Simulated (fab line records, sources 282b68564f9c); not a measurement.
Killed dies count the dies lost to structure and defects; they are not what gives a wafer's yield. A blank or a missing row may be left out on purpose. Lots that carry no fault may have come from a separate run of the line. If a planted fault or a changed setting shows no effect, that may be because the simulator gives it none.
A struck lot beside a sound one -- flow rit_cmos -- 14 out of 202 route steps
Sound: these wafers, L867.2, L867.4, L867.5. The struck wafers were L884.1, L884.3, L884.4. Last of all comes the cause.
Order at every step that has rows: each side's tool, ch and its chambers, its first start. Under that, the readings that differ: sound wafers -- struck wafers -- difference of the means -- sigmas: that difference in standard deviations of wafers without a fault.
alike: same words and numbers on both sides, and readings whose means sit less than 2 such deviations apart. not compared: any withheld reading, any reading some wafer has no value for, any bound like >300 that may hide the same value, and any number with overlapping values for which the record gives no deviation.
A row with sigmas, a row that says differs or no value, or rows on one side alone: a step with any of these is where the two part. Numbers that don't overlap but have no deviation are shown without sigmas and don't part them. A reading missing from all wafers of one side parts the sides only when that side holds two or more wafers.

RIT_SILICIDE_RTA_06: time 10 s, ramp up 5 s, ramp down 10 s.
  sound on rtp_anneal-01 ch 0, day 3 14:56; struck on rtp_anneal-02 ch 0, day 7 04:54
  alike: wafer_temp_C_max
RIT_CONTACT_CVD_00: deposits SiO2 from TEOS, target thk 400 nm, time 61 s.
  sound on pecvd-01 ch 1,2, day 3 14:59; struck on pecvd-01 ch 0,1, day 7 04:58
  alike: heater_power_w, susceptor_temp_C
RIT_CONTACT_THK_MEAS_01:
  sound on film_metro-01 at day 3 15:03; struck on film_metro-01 at day 7 05:01
  alike: CONTACT_TEOS_THK
then, 6 steps without rows for these wafers: RIT_CONTACT_HMDS_02 (prime time 60 s); RIT_CONTACT_COAT_03 (resist thk 1000 nm); RIT_CONTACT_SOFTBAKE_04 (time 60 s); RIT_CONTACT_EXPOSE_05 (exposes mask M11, target cd 1000 nm); RIT_CONTACT_PEB_06; RIT_CONTACT_DEVELOP_07 (develop time 120 s).
RIT_CONTACT_CD_MEAS_08 targets a cd of 1000 nm.
  sound on cd_sem-02 at day 3 16:05; struck on cd_sem-02 at day 7 06:07
reading,sound,struck,difference,sigmas
cd_nm (nm),1003.9 1002.5 1004.8,999.4 996.5 997.3,-6.0,-3
RIT_CONTACT_OVL_MEAS_09:
  sound on overlay-01 at day 3 16:12; struck on overlay-01 at day 7 06:14
  alike: CONTACT_OVL
then, 1 step without rows for these wafers: RIT_CONTACT_HARDBAKE_10 (time 60 s).
RIT_CONTACT_ETCH_11: etches SiO2 in CHF3/CF4/Ar, stops on TiSi2, target depth 480 nm, time 320 s.
  sound on rie_diel-02 ch 0,3, day 3 16:39; struck on rie_diel-02 ch 0,1,3, day 7 06:25
reading,sound,struck,difference,sigmas
model.NOVOLAK_of_CONTACT_COAT_03.thk_nm (nm),760 763.8 761.9,791.2 789.1 788.2,+27.6,
model.etch.depth_nm (nm),388.2 402.7 395.2,387.4 384.4 384.5,-9.9,
model.CONTACT.feature_depth_nm (nm),388.2 402.7 395.2,387.4 384.4 384.5,-9.9,
  alike: drypump_motor_current_A, oes_product_au, throttle_valve_pct
  not compared: rf_hours_counter_h
RIT_CONTACT_STRIP_12: strips in O2, time 180 s.
  sound on plasma_asher-04 ch 0, day 3 16:51; struck on plasma_asher-04 ch 0,1, day 7 06:37
  alike: drypump_motor_current_A
  not compared: rf_hours_counter_h

== WHERE THEY PART ==
At RIT_CONTACT_CD_MEAS_08 and nowhere else, as far as this record goes. Later steps at which nothing parts them and some readings are alike: RIT_CONTACT_OVL_MEAS_09, RIT_CONTACT_ETCH_11, RIT_CONTACT_STRIP_12.

WHY: what the simulator had put in
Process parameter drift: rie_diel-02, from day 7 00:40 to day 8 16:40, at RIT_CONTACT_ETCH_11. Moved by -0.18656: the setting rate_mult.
